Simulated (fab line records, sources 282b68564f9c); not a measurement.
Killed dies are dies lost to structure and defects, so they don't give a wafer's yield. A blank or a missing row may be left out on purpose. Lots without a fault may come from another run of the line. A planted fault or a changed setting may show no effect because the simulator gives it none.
fab line records | flow rit_cmos
record lots=7 wafers=21 last_day=7
route steps=202 shown PRETRO@64 GATE@75 M1@202
lots that met no fault: from a run of the same line without faults
start_h: hours from the record's first day to the start of the lot's first wafer shown | wait_h: hours since the lot's step before | " the same as in the row above | L1.1+2: a row that stands for several wafers | - no value, or no start given | * or withheld: withheld | < > ~ a bound
route shown NAME@n: a module of which the file shows steps, and the number in the route of the first | usual: mean/standard deviation of fault-free wafers | same: alike in all rows | chamber/n: place in a boat | sites: the reading at each site | _std_site: their standard deviation | _edge_site: outer sites' mean less inner sites' | radius_mm: how far each site lies from the wafer's centre | mask NAME#n: copy n | behind: the tool/chamber that last shaped the wafer | hold: why the lot was held/for how many hours/how that ended | device: the transistor (n, p or np) that didn't switch | end of line: the same wafers' tests at the end of the route | a step without rows: its recipe alone | killed: dies lost to structure and defects at the first sort, not the wafer's yield | map: a wafer's dies, x killed, . not, _ none there
set.NAME: the setting as run; set.NAME@STEP: as run at that earlier step | model.NAME: the simulator's own value behind a step, which no gauge read
lots at some steps of the route; a table a step, a row a wafer
services: from which hour (start_h, from the record's first day; less than 0 if before it) a tool's chamber was out of use, for how many hours, and why
## steps
# step RIT_PRETRO_HMDS_00
# recipe prime_time_s=60 prime_temp_c=140
# step RIT_PRETRO_COAT_01
# recipe resist=NOVOLAK spin_rpm=2000 resist_thk_nm=1300
# step RIT_PRETRO_SOFTBAKE_02
# recipe resist=NOVOLAK temp_c=90 time_s=60
# step RIT_PRETRO_EXPOSE_03
# recipe mask_id=M5 na=0.57 target_cd_nm=43700 dose_mj=250
# step RIT_PRETRO_PEB_04
# recipe resist=NOVOLAK temp_c=withheld time_s=withheld
# step RIT_PRETRO_DEVELOP_05
# recipe resist=NOVOLAK develop_time_s=68 dev_temp_c=23
# step RIT_PRETRO_OVL_MEAS_06
# usual PRETRO_OVL=-0.1/1.4
# columns lot.wafer tool chamber start_h wait_h PRETRO_OVL[nm]
L918.1 overlay-01 - 32.68 - 0.8
L918.3 " - " " -0.4
L918.4 " - " " -0.5
L926.1 overlay-01 - 72.57 - 1.6
L926.5 " - " " 0.6
L926.6 " - " " -0.5
L930.1 overlay-02 - 95.85 - -3.2
L930.3 " - " " -1.6
L930.4 " - " " -2.1
L931.2 overlay-01 - 97.88 - -0.9
L931.4 " - " " 0.1
L931.5 " - " " 1.5
L932.1 overlay-02 - 102.70 - 0.1
L932.4 " - " " -0.5
L932.5 " - " " 2.2
L937.2 overlay-02 - 130.21 - -2.5
L937.3 " - " " -2.3
L937.6 " - " " -2.2
L939.2 overlay-02 - 138.30 - 0.7
L939.5 " - " " -0.7
L939.6 " - " " -0.5
# step RIT_PRETRO_HARDBAKE_07
# recipe resist=NOVOLAK temp_c=140 time_s=120
# step RIT_PRETRO_IMPLANT_08
# recipe species=B energy_kev=45 dose_cm2=1.2e+13 tilt_deg=7
# step RIT_PRETRO_STRIP_09
# recipe chemistry=O2 time_s=180 resist=NOVOLAK platen_temp_c=withheld power_w=500 pressure_mtorr=4000 o2_flow_sccm=4000
# usual drypump_motor_current_A=5.85/0.3
# columns lot.wafer tool chamber start_h wait_h drypump_motor_current_A rf_hours_counter_h
L918.1 plasma_asher-04 1 33.11 0.1 5.60 38
L918.3 " 1 " " 5.57 -
L918.4 " 0 " " 5.38 -
L926.1 plasma_asher-01 1 73.00 0.1 5.54 44
L926.5 " 1 " " 5.54 -
L926.6 " 0 " " 6.24 -
L930.1 plasma_asher-01 0 96.29 0.1 6.22 46
L930.3 " 0 " " 6.22 -
L930.4 " 1 " " 5.53 -
L931.2 plasma_asher-02 0 98.31 0.1 5.84 45
L931.4 " 1 " " 6.15 -
L931.5 " 0 " " 5.84 -
L932.1 plasma_asher-02 0 103.14 0.1 5.84 46
L932.4 " 1 " " 6.12 -
L932.5 " 0 " " 5.87 -
L937.2 plasma_asher-02 0 130.64 0.1 5.85 49
L937.3 " 0 " " 5.82 -
L937.6 " 0 " " 5.83 -
L939.2 plasma_asher-02 0 138.73 0.1 5.83 50
L939.5 " 0 " " 5.83 -
L939.6 " 1 " " 6.17 -
# step RIT_PRETRO_TW_MEAS_10
# usual PRETRO_TW=474/6
# columns lot.wafer tool chamber start_h wait_h PRETRO_TW
L918.1 film_metro-02 - 33.29 0.1 469
L918.3 " - " " 469
L918.4 " - " " 470
L926.1 film_metro-04 - 73.18 0.1 479
L926.5 " - " " 479
L926.6 " - " " 480
L930.1 film_metro-01 - 96.46 0.1 468
L930.3 " - " " 469
L930.4 " - " " 468
L931.2 film_metro-01 - 98.49 0.1 466
L931.4 " - " " 468
L931.5 " - " " 468
L932.1 film_metro-01 - 103.32 0.1 468
L932.4 " - " " 468
L932.5 " - " " 469
L937.2 film_metro-04 - 130.82 0.1 480
L937.3 " - " " 476
L937.6 " - " " 479
L939.2 film_metro-02 - 138.91 0.1 480
L939.5 " - " " 477
L939.6 " - " " 475
# step RIT_GATE_WET_ETCH_00
# recipe chemistry=BOE target=SiO2 target_depth_nm=56 time_s=60 dry=n2_spin dilution=10:1 temp_c=21.5
# step RIT_GATE_CLEAN_01
# recipe chemistry=SC1 mix=3:3:50 time_s=580.1 temp_c=75
# usual bath_guard_temp_C=75.1/0.56 bath_heat_duty_pct=15.6/1.7 temp_c=75.01/0.11
# columns lot.wafer tool chamber start_h wait_h bath_guard_temp_C bath_heat_duty_pct temp_c
L918.1 wet_bench-03 2 33.37 0.0 74.6 14.3 75.03
L918.3 " 2 " " 74.7 12.6 74.99
L918.4 " 2 " " 75.0 12.5 75.02
L926.1 wet_bench-04 0 73.26 0.0 76.0 14.7 75.25
L926.5 " 0 " " 75.4 14.2 74.99
L926.6 " 0 " " 75.2 16.5 74.83
L930.1 wet_bench-04 2 96.55 0.0 - - -
L930.3 " 2 " " - - -
L930.4 " 2 " " - - -
L931.2 wet_bench-04 3 98.57 0.0 - - -
L931.4 " 3 " " - - -
L931.5 " 3 " " - - -
L932.1 wet_bench-04 1 103.40 0.0 - - -
L932.4 " 1 " " - - -
L932.5 " 1 " " - - -
L937.2 wet_bench-01 2 130.92 0.0 74.2 18.3 74.97
L937.3 " 2 " " 74.4 17.1 75.04
L937.6 " 2 " " 73.9 17.0 74.77
L939.2 wet_bench-01 2 139.01 0.0 74.1 17.1 75.20
L939.5 " 2 " " 74.2 17.6 75.19
L939.6 " 2 " " 74.1 17.2 75.11
# step RIT_GATE_CLEAN_02
# recipe chemistry=dHF dilution=50:1 time_s=30
# step RIT_M1_PROBE_99
# usual killed_at_M0_to_M3=0.0/0.16 killed_at_contacts=0.0/0.2 killed_at_front_end=7.2/2.5 killed_dies=7.3/2.5 killed_open=3.8/1.9 killed_short=3.5/1.8
# same gross_dies=264 killed_at_M4_up=0 killed_at_back_side=0 killed_at_other=0
# columns lot.wafer tool chamber start_h wait_h killed_at_M0_to_M3 killed_at_contacts killed_at_front_end killed_dies killed_open killed_short
L918.1 prober-02 - 59.38 0.1 0 0 10 10 6 4
L918.3 prober-02 - 59.48 0.2 0 0 8 8 3 5
L918.4 prober-02 - 59.53 0.2 0 0 4 4 2 2
L926.1 prober-01 - 103.03 0.1 0 0 10 10 3 7
L926.5 prober-01 - 103.23 0.2 0 0 7 7 3 4
L926.6 prober-01 - 103.28 0.2 0 0 9 9 2 7
L930.1 prober-02 - 123.70 0.1 0 0 9 9 6 3
L930.3 prober-02 - 123.80 0.2 0 0 6 6 4 2
L930.4 prober-02 - 123.85 0.2 0 0 5 5 2 3
L931.2 prober-01 - 125.81 0.1 0 0 4 4 3 1
L931.4 prober-01 - 125.91 0.2 0 0 6 6 2 4
L931.5 prober-01 - 125.96 0.2 0 0 7 7 3 4
L932.1 prober-02 - 132.96 0.1 0 0 7 7 2 5
L932.4 prober-02 - 133.11 0.2 0 0 9 9 4 5
L932.5 prober-02 - 133.16 0.2 0 0 6 6 4 2
L937.2 prober-01 - 157.16 0.1 1 1 5 7 3 4
L937.3 prober-01 - 157.21 0.2 0 0 9 9 5 4
L937.6 prober-01 - 157.36 0.2 0 0 8 8 2 6
L939.2 prober-01 - 166.31 0.1 0 0 11 11 6 5
L939.5 prober-01 - 166.46 0.2 0 1 8 9 5 4
L939.6 prober-01 - 166.51 0.2 0 0 7 7 0 7
# killed by level:class
L918.1 GATE:geometric_particle:open=3 FOX1:geometric_particle:open=2 FOX1:geometric_particle:short=1 GATE:geometric_particle:short=1 SPACER:geometric_particle:short=1 SILICIDE:geometric_particle:short=1 SILICIDE:geometric_particle:open=1
L918.3 FOX1:geometric_particle:short=2 REOX:geometric_particle:open=2 GATE:geometric_particle:short=1 GATE:geometric_particle:open=1 REOX:geometric_particle:short=1 SILICIDE:geometric_particle:short=1
L918.4 GATE:geometric_particle:open=1 GATE:geometric_particle:short=1 SILICIDE:geometric_particle:short=1 SILICIDE:geometric_particle:open=1
L926.1 REOX:geometric_particle:short=4 FOX2:geometric_particle:short=2 REOX:geometric_particle:open=2 GATE:geometric_particle:open=1 SILICIDE:geometric_particle:short=1
L926.5 GATE:geometric_particle:short=3 FOX1:geometric_particle:open=2 GATE:geometric_particle:open=1 REOX:geometric_particle:short=1
L926.6 GATE:geometric_particle:short=5 FOX2:geometric_particle:short=1 FOX1:geometric_particle:open=1 SILICIDE:geometric_particle:short=1 SILICIDE:geometric_particle:open=1
L930.1 GATE:geometric_particle:short=3 FOX2:geometric_particle:open=2 GATE:geometric_particle:open=2 SILICIDE:geometric_particle:open=2
L930.3 REOX:geometric_particle:short=2 GATE:geometric_particle:open=1 REOX:geometric_particle:open=1 SPACER:geometric_particle:open=1 SILICIDE:geometric_particle:open=1
L930.4 GATE:geometric_particle:short=2 GATE:geometric_particle:open=1 REOX:geometric_particle:short=1 SPACER:geometric_particle:open=1
L931.2 GATE:geometric_particle:open=3 GATE:geometric_particle:short=1
L931.4 SILICIDE:geometric_particle:short=2 GATE:geometric_particle:open=1 GATE:geometric_particle:short=1 REOX:geometric_particle:short=1 SILICIDE:geometric_particle:open=1
L931.5 GATE:geometric_particle:short=2 SILICIDE:geometric_particle:short=2 GATE:geometric_particle:open=1 SPACER:geometric_particle:open=1 SILICIDE:geometric_particle:open=1
L932.1 SILICIDE:geometric_particle:short=3 FOX1:geometric_particle:open=1 FOX2:geometric_particle:short=1 GATE:geometric_particle:short=1 GATE:geometric_particle:open=1
L932.4 REOX:geometric_particle:short=3 SPACER:geometric_particle:short=2 GATE:geometric_particle:open=2 FOX1:geometric_particle:open=1 SPACER:geometric_particle:open=1
L932.5 REOX:geometric_particle:open=2 FOX2:geometric_particle:open=1 GATE:geometric_particle:short=1 REOX:geometric_particle:short=1 SPACER:geometric_particle:open=1
L937.2 FOX1:geometric_particle:short=1 FOX2:geometric_particle:short=1 GATE:geometric_particle:open=1 GATE:geometric_particle:short=1 SILICIDE:geometric_particle:open=1 CONTACT:geometric_particle:open=1 M1:geometric_particle:short=1
L937.3 GATE:geometric_particle:short=3 GATE:geometric_particle:open=2 SILICIDE:geometric_particle:open=2 FOX1:geometric_particle:short=1 SPACER:geometric_particle:open=1
L937.6 GATE:geometric_particle:short=3 SILICIDE:geometric_particle:short=2 ACTIVE:geometric_particle:open=1 REOX:geometric_particle:short=1 SILICIDE:geometric_particle:open=1
L939.2 GATE:geometric_particle:open=2 GATE:geometric_particle:short=2 REOX:geometric_particle:open=2 REOX:geometric_particle:short=1 SPACER:geometric_particle:short=1 SPACER:geometric_particle:open=1 SILICIDE:geometric_particle:short=1 SILICIDE:geometric_particle:open=1
L939.5 GATE:geometric_particle:open=3 REOX:geometric_particle:open=2 FOX1:geometric_particle:short=1 GATE:geometric_particle:short=1 REOX:geometric_particle:short=1 CONTACT:geometric_particle:short=1
L939.6 FOX1:geometric_particle:short=3 REOX:geometric_particle:short=2 GATE:geometric_particle:short=1 SPACER:geometric_particle:short=1
## services
# columns tool chamber start_h hours kind
plasma_asher-02 - 79.75 1.5 repair
plasma_asher-01 - 86.60 2.0 repair
plasma_asher-04 - 108.75 9.0 pm
plasma_asher-04 0 108.75 9.0 vent_cycle
plasma_asher-04 1 108.75 9.0 vent_cycle
plasma_asher-04 0 117.75 - clean
plasma_asher-04 1 117.75 - clean
## key
first_sign step=RIT_GATE_CLEAN_01 reading=tool_record direction=missing
effect none on later readings
met_at RIT_GATE_CLEAN_01
struck_wafers L930.1,L930.3,L930.4,L931.2,L931.4,L931.5,L932.1,L932.4,L932.5
tester_left_out L930,L931,L932
onset_between 73.26 96.55
fault kind=skipped_step_whole tool=wet_bench-04 chamber=- onset_h=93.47 steps=RIT_GATE_CLEAN_01 scope=struck_lots_only
# tester_left_out: of these lots the tester's yield and bins aren't shown, on N5 and GAA mostly nor the transistor test; their killed dies are dies lost to structure and defects alone, not to doping, threshold or leakage, so they don't give the yield
